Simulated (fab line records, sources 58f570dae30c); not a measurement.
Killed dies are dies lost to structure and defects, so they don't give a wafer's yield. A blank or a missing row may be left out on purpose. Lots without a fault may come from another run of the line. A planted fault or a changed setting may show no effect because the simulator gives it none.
Problem report in the 8D (eight disciplines) form, filled by code | flow berkeley_cmos170 | the parts of the form that need people (team, actions taken, sign-off) are left out

1. THE PROBLEM
beam_energy_keV at UCB170_NWELL_IMPLANT_14 reads a mean of 143.37 on 6 wafers of 2 lots; wafers without a fault read 150.01 with a standard deviation of 0.048. That is -99 or more standard deviations from the usual mean.
First seen on wafer L397.1, day 4 04:40, on implanter-02. The record holds 18 wafers of 6 lots with a number at this step. Rule for "out", or "out of limits": more than 4 standard deviations from the usual mean. The other wafers with a number count as sound.

2. WHAT IT IS AND WHAT IT IS NOT
question                    | is                     | is not
which readings at this step | beam_energy_keV        | -
which lots                  | L397, L398             | L388, L405, L406, L411
which wafers of those lots  | all that have a number | -
read on which tools         | implanter-02           | implanter-03
when                        | from day 4 04:40       | up to then (3 sound wafers); but 9 sound wafers of L405, L406, L411 came after

3. SUSPECTS, AND WHAT RULES EACH OUT
Counting: a tool at a process step up to the reading stays a suspect if it ran every lot that is out and no sound lot after the first of them.
- implanter-02 at UCB170_NWELL_IMPLANT_14: ruled out as a lasting fault. Sound lots L411 ran on it after its first lot that is out, L397 (day 4 04:40).
Left after counting: nothing in the record.

4. THE CAUSE (what the simulator had put in)
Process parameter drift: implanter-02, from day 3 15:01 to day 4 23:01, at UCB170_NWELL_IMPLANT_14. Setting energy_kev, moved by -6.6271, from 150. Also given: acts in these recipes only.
Counting ruled it out, wrongly.

5. THE CHAIN OF EFFECTS, in route order
Each row: a reading whose mean over the struck wafers that have a number lies more than 3 standard deviations from the usual. Only readings for which the record gives a usual standard deviation are gone through. hours: the time from each lot's start at the first step in this table that gives one to its start at this step, as a median over the lots. sigmas: the change in usual standard deviations.
hours | step                    | reading         | usual  | on struck wafers | change | sigmas
0     | UCB170_NWELL_IMPLANT_14 | beam_energy_keV | 150.01 | 143.37           | -6.64  | -99 or more
The process steps in it:
- UCB170_NWELL_IMPLANT_14

6. WHAT WOULD HAVE CAUGHT IT SOONER
In this record the first reading out of limits was taken at day 4 04:40, 14 hours after the fault began at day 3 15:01.
